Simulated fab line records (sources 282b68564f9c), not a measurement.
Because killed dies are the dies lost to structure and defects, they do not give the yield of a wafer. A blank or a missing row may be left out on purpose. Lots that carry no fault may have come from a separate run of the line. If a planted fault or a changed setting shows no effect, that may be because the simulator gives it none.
Struck lot and sound lot, side by side || flow rit-cmos || 15 steps out of a route of 202
Sound: these wafers, L336.4, L336.5, L336.6. Struck: wafer L341.2. (L341.1, L341.3 of the same lot were not struck and are left out.) The cause comes at the end.
At each step with rows: each side's tool, then ch and its chambers, then its first start. Under that, the readings that differ: sound wafers || struck wafers || difference of the means || sigmas: that difference in standard deviations of wafers without a fault.
alike: readings whose means differ by less than 2 such deviations, and words and numbers that are the same on both sides. not compared: withheld readings, readings that some wafer has no value for, bounds like >300 that may hide the same value, and numbers for which the record gives no deviation and whose values overlap.
Wherever a step has rows on one side only, a row that says differs or no value, or a row with sigmas, the two part there. Non-overlapping numbers with no deviation appear without sigmas and do not part them. A reading missing from all wafers of one side parts the sides only when that side holds two or more wafers.

RIT_GATE_THK_MEAS_07:
  struck on film-metro-02, day 5 11:23; sound on film-metro-02, day 3 22:04
{"reading": "GATE_OXIDE_THK (nm)", "sound": "3.11 3.17 3.08", "struck": 2.96, "difference": -0.16, "sigmas": -3}
then, 1 step without rows for these wafers: RIT_GATE_CVD_08 (deposits poly-Si from SiH4, target thk 250 nm, time 2220 s).
RIT_GATE_THK_MEAS_09:
  struck on film-metro-02, day 5 13:03; sound on film-metro-02, day 4 00:02
  alike: GATE_POLY_THK
then, 6 steps without rows for these wafers: RIT_GATE_HMDS_10 (prime time 60 s); RIT_GATE_COAT_11 (resist thk 856 nm); RIT_GATE_SOFTBAKE_12 (time 60 s); RIT_GATE_EXPOSE_13 (exposes mask M6, target cd 150 nm); RIT_GATE_PEB_14; RIT_GATE_DEVELOP_15 (develop time 50 s).
RIT_GATE_CD_MEAS_16: the cd target is 150 nm.
  struck on cd-sem-01, day 5 13:58; sound on cd-sem-01, day 4 01:00
{"reading": "cd-nm (nm)", "sound": "153.2 152.4 150.9", "struck": 147.1, "difference": -5.1, "sigmas": -2}
RIT_GATE_OVL_MEAS_17:
  struck on overlay-01, day 5 14:05; sound on overlay-02, day 4 01:05
  alike: GATE_OVL
then, 1 step without rows for these wafers: RIT_GATE_HARDBAKE_18 (time 60 s).
RIT_GATE_ETCH_19: etches poly-Si in SF6/CHF3/O2, stops on SiO2, time 165 s, target depth 312.5 nm.
  sound on rie-si-01 ch 0,2,3, day 4 01:14; struck on rie-si-01 ch 3, day 5 14:16
{"reading": "oes-product-au (a.u.)", "sound": "0.865 0.833 0.863", "struck": 0.774, "difference": -0.080, "sigmas": -5}
{"reading": "model.etch.depth-nm (nm)", "sound": "248.7 248.6 249.3", "struck": 214, "difference": -35, "sigmas": ""}
{"reading": "model.GATE.feature-depth-nm (nm)", "sound": "248.7 248.6 249.3", "struck": 214, "difference": -35, "sigmas": ""}
{"reading": "model.NOVOLAK_of_GATE_COAT_11.thk-nm (nm)", "sound": "674.4 675.7 672.9", "struck": 700.9, "difference": "+26.6", "sigmas": ""}
  alike: O2_flow_sccm, chamber-pressure-mTorr, drypump-motor-current-A, rf-fwd-power-W, throttle-valve-pct
  not compared: rf-hours-counter-h
RIT_GATE_STRIP_20: strips in O2, time 180 s.
  sound on plasma-asher-01 ch 0,1, day 4 01:25; struck on plasma-asher-01 ch 0, day 5 14:23
{"reading": "rf-hours-counter-h (h)", "sound": "- - -", "struck": 48, "difference": "no value on the sound wafers", "sigmas": ""}
  alike: chamber-pressure-mTorr, drypump-motor-current-A
RIT_M1_PROBE_99:
  struck on prober-02, day 6 11:46; sound on prober-01, day 4 23:55
{"reading": "killed-at-front-end", "sound": "6 15 8", "struck": 264, "difference": "+254", "sigmas": "+75"}
{"reading": "killed-dies", "sound": "6 15 8", "struck": 264, "difference": "+254", "sigmas": "+75"}
{"reading": "killed-on-rim", "sound": "0 5 3", "struck": 70, "difference": "+67", "sigmas": "+52"}
  alike: killed-at-contacts, killed-open, killed-short

== WHERE THEY PART ==
At RIT_GATE_THK_MEAS_07 first; at RIT_M1_PROBE_99 last (within this record only).

WHY: what had been put in by the simulator
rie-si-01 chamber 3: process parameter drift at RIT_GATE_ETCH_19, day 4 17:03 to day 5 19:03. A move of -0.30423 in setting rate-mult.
